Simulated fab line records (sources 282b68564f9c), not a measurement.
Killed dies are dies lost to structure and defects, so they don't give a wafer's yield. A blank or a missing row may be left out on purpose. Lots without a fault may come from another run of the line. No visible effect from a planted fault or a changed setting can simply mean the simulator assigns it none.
A struck lot beside a sound one -- flow rit-cmos -- 15 out of 202 route steps
Sound: the wafers L331.1, L331.2, L331.6. Struck: wafer L339.2 (L339.4, L339.6, from the same lot, were not struck and are left out); the cause is given at the end.
At each step with rows: each side's tool, then ch and its chambers, then its first start. Under that, the readings that differ: sound wafers -- struck wafers -- difference of the means -- sigmas: that difference in standard deviations of wafers without a fault.
alike: a reading whose means differ by less than 2 such deviations, as well as words and numbers matching on both sides. not compared: withheld readings; readings where some wafer has no value; bounds like >300 that might hide an equal value; numbers whose values overlap and for which the record gives no deviation.
Wherever a step has rows on one side only, a row that says differs or no value, or a row with sigmas, the two part there. When numbers do not overlap yet have no deviation, they are printed without sigmas and do not part them. Lack of a reading on every wafer of one side parts them only where that side has two or more wafers.

RIT_GATE_THK_MEAS_07:
  sound on film-metro-04 at day 3 04:01; struck on film-metro-01 at day 4 19:45
  alike: GATE_OXIDE_THK
then, 1 step without rows for these wafers: RIT_GATE_CVD_08 (deposits poly-Si from SiH4, target thk 250 nm, time 2220 s).
RIT_GATE_THK_MEAS_09:
  sound on film-metro-04 at day 3 05:41; struck on film-metro-01 at day 4 22:14
  alike: GATE_POLY_THK
then, 6 steps without rows for these wafers: RIT_GATE_HMDS_10 (prime time 60 s); RIT_GATE_COAT_11 (resist thk 850 nm); RIT_GATE_SOFTBAKE_12 (time 60 s); RIT_GATE_EXPOSE_13 (exposes mask M6, target cd 150 nm); RIT_GATE_PEB_14; RIT_GATE_DEVELOP_15 (develop time 50 s).
RIT_GATE_CD_MEAS_16: target cd 150 nm.
  sound on cd-sem-02 at day 3 06:46; struck on cd-sem-02 at day 4 23:17
  alike: cd-nm
RIT_GATE_OVL_MEAS_17:
  sound on overlay-01 at day 3 06:53; struck on overlay-01 at day 4 23:23
reading,sound,struck,difference,sigmas
GATE_OVL (nm),-0.4 -1.0 -0.7,2.1,+2.8,+2
then, 1 step without rows for these wafers: RIT_GATE_HARDBAKE_18 (time 60 s).
RIT_GATE_ETCH_19: etches poly-Si in SF6/CHF3/O2, stops on SiO2, time 165 s, target depth 312.5 nm.
  sound on rie-si-02 ch 1,3, day 3 07:04; struck on rie-si-02 ch 3, day 4 23:34
reading,sound,struck,difference,sigmas
oes-product-au (a.u.),0.819 0.863 0.827,0.970,+0.134,+7
run-length-s (s),192.7 193.9 192.8,151.3,-41.8,-80
model.NOVOLAK_of_GATE_COAT_11.thk-nm (nm),671.8 667.9 670.5,692.7,+22.6,
model.GATE.feature-depth-nm (nm),251.5 251 252.2,235.4,-16.2,
model.etch.depth-nm (nm),251.5 251 252.2,235.4,-16.2,
  alike: drypump-motor-current-A, throttle-valve-pct
  not compared: rf-hours-counter-h
RIT_GATE_STRIP_20: strips in O2, time 180 s.
  sound on plasma-asher-03 ch 0,1, day 3 07:11; struck on plasma-asher-03 ch 0, day 4 23:40
  alike: drypump-motor-current-A, o2-flow-sccm
  not compared: rf-hours-counter-h
RIT_M1_PROBE_99:
  sound on prober-01 at day 4 04:33; struck on prober-01 at day 5 21:42
reading,sound,struck,difference,sigmas
killed-at-front-end,11 2 5,249,+243,+84
killed-dies,11 2 5,249,+243,+81
killed-on-rim,6 1 1,70,+67,+48
  alike: killed-at-contacts, killed-open, killed-short

WHERE THEY PART
Earliest at RIT_GATE_OVL_MEAS_17; latest, in this record, at RIT_M1_PROBE_99.

WHY: the cause the simulator had injected
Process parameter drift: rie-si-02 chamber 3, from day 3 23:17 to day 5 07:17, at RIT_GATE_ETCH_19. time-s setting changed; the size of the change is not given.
